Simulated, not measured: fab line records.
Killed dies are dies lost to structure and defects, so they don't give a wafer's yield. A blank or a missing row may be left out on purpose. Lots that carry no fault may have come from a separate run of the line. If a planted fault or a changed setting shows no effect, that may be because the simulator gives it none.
The tool behind it: which one? + flow berkeley cmos170 + 21 wafers from 7 lots sampled at 2 of the route's 331 steps

== WHAT THE GAUGES READ, wafer by wafer ==
UCB170_NLDD_TW_MEAS_11.
| lot  | measured     | on            | NLDD_TW        |
|------|--------------|---------------|----------------|
| L138 | day 6 18:43  | film metro-02 | 2239 2239 2229 |
| L141 | day 7 05:27  | film metro-03 | 2209 2194 2204 |
| L143 | day 7 10:30  | film metro-03 | 2211 2201 2198 |
| L145 | day 8 07:01  | film metro-04 | 2229 2229 2247 |
| L147 | day 8 11:25  | film metro-03 | 2217 2224 2231 |
| L146 | day 8 11:50  | film metro-04 | 2237 2225 2244 |
| L151 | day 10 05:52 | film metro-03 | 2459 2471 2456 |

== TOOL THAT RAN EACH LOT (tool first, then ch and the chambers of the sampled wafers, then the start) ==
| lot  | UCB170_NLDD_IMPLANT_08          |
|------|---------------------------------|
| L138 | implanter-04 ch 0, day 6 18:19  |
| L141 | implanter-04 ch 0, day 7 05:04  |
| L143 | implanter-04 ch 0, day 7 10:07  |
| L145 | implanter-03 ch 0, day 8 06:37  |
| L147 | implanter-03 ch 0, day 8 11:01  |
| L146 | implanter-02 ch 0, day 8 11:26  |
| L151 | implanter-02 ch 0, day 10 04:53 |
- UCB170_NLDD_IMPLANT_08

== THE ANSWER, worked out from the rows above alone ==
Rule: the lots themselves supply what counts as usual. The widest of any qualifying gaps counts: lots, ordered by their means at a reading, are off when they make up no more than a third of the lots, leave a main group of 4 or more, and stand apart from it by 3 or more times the standard deviation of that group's means. A main group whose means are all the same, to the digits that the tables above print for the reading, isn't used. A lot without any number at a reading at which 4 lots or more have one is off too. Any other lot the step has rows for is counted as sound.
Off: at UCB170_NLDD_TW_MEAS_11 (NLDD_TW), L151. Mean 2223 and standard deviation 15 in the main group.
A tool fits if, at a process step before that reading, it ran every lot that is off, and no sound lot after the first of them. The gauges at UCB170_NLDD_TW_MEAS_11 are tried like those tools. Undecided on this evidence; 2 tools fit (implanter-02 at UCB170_NLDD_IMPLANT_08, film metro-03 at UCB170_NLDD_TW_MEAS_11).

== WHAT THE SIMULATOR HAD PUT IN ==
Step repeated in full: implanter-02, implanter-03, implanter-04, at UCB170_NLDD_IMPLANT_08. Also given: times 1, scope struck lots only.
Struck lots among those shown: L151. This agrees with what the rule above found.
